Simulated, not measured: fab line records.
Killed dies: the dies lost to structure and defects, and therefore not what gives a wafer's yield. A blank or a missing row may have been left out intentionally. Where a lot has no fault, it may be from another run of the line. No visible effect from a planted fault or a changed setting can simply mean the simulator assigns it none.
8D (eight disciplines) problem report, filled in by code	flow berkeley_cmos170	the parts of the form that need people (team, actions taken, sign-off) are left out

## 1. WHAT IS WRONG
Mean PWELL_TW at UCB170_PWELL_TW_MEAS_17: 359.4 over 9 wafers in 3 lots; fault-free wafers: 374.7, standard deviation 2.5. Measured from the usual mean, that is -6.1 standard deviations.
First seen on wafer L313.1, day 7 09:16, on film_metro-01. At this step, 45 wafers from 15 lots have a number in the record. Rule for "out" (also "out of limits"): further than 4 standard deviations from the usual mean. All remaining wafers that have a number are taken as sound.

## 2. WHAT IT IS, AND WHAT IT ISN'T
question	is	is not
which readings at this step	PWELL_TW	-
which lots	L313, L314, L315	L292, L293, L294, L297, L298, L299, L301, L302, L305, L306, L310, L311
which wafers of those lots	all that have a number	-
read on which gauges	film_metro-01, film_metro-02	film_metro-03
when	from day 7 09:16	up to then (36 sound wafers)

## 3. WHAT RULES OUT EACH SUSPECT
Counting: any tool at a process step up to the reading is kept as a suspect provided that every lot that is out went through it and no sound lot did after the first of them.
- ruled out: the gauge at UCB170_PWELL_TW_MEAS_17. Those wafers that are out were read across 2 gauges (film_metro-01, film_metro-02).
- implanter-04 at UCB170_PWELL_IMPLANT_15: kept. It ran every lot that is out, first L313 (day 7 08:52), and no sound lot after that; its last sound lot up to then is L311 (day 6 19:33). Out on those wafers are its own readings of dose_ions_cm2, faraday_current_uA.
Left after counting: implanter-04 at UCB170_PWELL_IMPLANT_15.

## 4. THE CAUSE (what the simulator had put in)
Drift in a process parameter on implanter-04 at UCB170_PWELL_IMPLANT_15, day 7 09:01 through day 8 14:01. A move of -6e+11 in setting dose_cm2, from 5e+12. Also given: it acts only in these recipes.
The count eliminated every tool but this one.

## 5. THE CHAIN OF EFFECTS, in route order
Each row: a reading whose mean over the struck wafers that have a number lies more than 3 standard deviations from the usual. Only readings whose record carries a usual standard deviation are examined. hours: median over the lots of the time between each lot's start at the first step of this table that gives one and its start at this step. sigmas: the change, counted in usual standard deviations.
hours	step	reading	usual	on struck wafers	change	sigmas
0	UCB170_PWELL_IMPLANT_15	dose_ions_cm2	5.001e+12	4.398e+12	-6.027e+11	-99 or more
0	UCB170_PWELL_IMPLANT_15	faraday_current_uA	15.9	14.1	-1.8	-5.8
0	UCB170_PWELL_TW_MEAS_17	PWELL_TW	374.7	359.4	-15.3	-6.1
Here are the process steps it includes:
- UCB170_PWELL_IMPLANT_15

## 6. HOW IT WOULD HAVE BEEN CAUGHT EARLIER
The first out-of-limits reading at a measuring or inspecting step in this record came at day 7 09:16, 0 hours after the fault's start at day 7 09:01.
Tool's own readings at UCB170_PWELL_IMPLANT_15, dose_ions_cm2, faraday_current_uA: out on all struck wafers the step has rows for; an alarm limit on them would have tripped on the first.
Among the 3 lots that are out, L315 began UCB170_PWELL_IMPLANT_15 on implanter-04 after day 7 09:16. Putting the tool on hold at that point would have spared it.
